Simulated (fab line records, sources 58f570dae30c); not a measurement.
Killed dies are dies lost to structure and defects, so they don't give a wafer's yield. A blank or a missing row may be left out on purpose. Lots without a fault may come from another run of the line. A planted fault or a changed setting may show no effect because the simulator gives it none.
One fault seen from 2 desks | flow berkeley_cmos170 | each desk has only its own numbers; what lay behind them comes last

THE METROLOGY DESK
What the gauges read, lot by lot, whatever tool the lot ran on: means of the sampled wafers that have a number. A lot is out of limits, marked OUT, if its mean lies more than 4 standard deviations from the usual mean; the brackets give that distance.
Columns: A = cd_nm at UCB170_GATE_CD_MEAS_12, usual 350.0 nm
lot  | first seen here | A
L163 | day 6 09:17     | 350.0
L168 | day 7 02:38     | 350.6
L167 | day 7 03:07     | 350.5
L171 | day 7 12:37     | 349.9
L169 | day 7 12:44     | 350.1
L172 | day 8 00:56     | 355.5
L173 | day 8 01:08     | 351.7
L175 | day 8 23:57     | 355.1
L180 | day 10 08:13    | 350.8
L179 | day 10 08:28    | 350.6
L183 | day 10 23:09    | 349.6
L184 | day 10 23:23    | 349.2
L186 | day 11 07:59    | 352.2
L185 | day 11 08:13    | 348.0
This desk's finding: nothing out of limits on any of the 14 lots.

THE TOOL OWNER'S DESK: litho_track-02
The tool's own readings at UCB170_GATE_SOFTBAKE_08 (time 60 s): means of the sampled wafers that have a number, for each lot that ran on this tool. A lot is out of limits, marked OUT, if its mean lies more than 4 standard deviations from the usual mean; the brackets give that distance.
Columns: A = heater_power_total_W at UCB170_GATE_SOFTBAKE_08, usual 56.80 W; B = plate_temp_C at UCB170_GATE_SOFTBAKE_08, usual 130.04 C
lot  | first seen here | A               | B
L163 | day 6 08:00     | 56.82           | 130.15
L168 | day 7 02:00     | 56.80           | 130.01
L169 | day 7 11:00     | 56.82           | 130.09
L172 | day 7 23:00     | 55.56 (-29) OUT | 127.85 (-15) OUT
L175 | day 8 22:00     | 55.53 (-30) OUT | 127.75 (-15) OUT
L186 | day 11 06:00    | 56.79           | 129.99
This desk's finding: out of limits on L172, L175; first on L172, day 7 23:00 (heater_power_total_W at UCB170_GATE_SOFTBAKE_08). In limits: L163, L168, L169, L186.

PUT TOGETHER
The tool owner's desk could have raised an alarm at day 7 23:00, on L172, L175.
The metrology desk saw nothing out of limits.
The metrology desk has L172, L175 on record, within its limits.
Of the lots named, all ran UCB170_GATE_SOFTBAKE_08 on litho_track-02.

WHAT THE SIMULATOR HAD PUT IN
Process parameter drift: litho_track-02, from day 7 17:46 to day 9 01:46, at UCB170_GATE_SOFTBAKE_08. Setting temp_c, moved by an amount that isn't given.
Lots struck among those shown: L172, L175.
Hours from the fault's start to each desk's first reading out of limits: the tool owner's desk, 5.
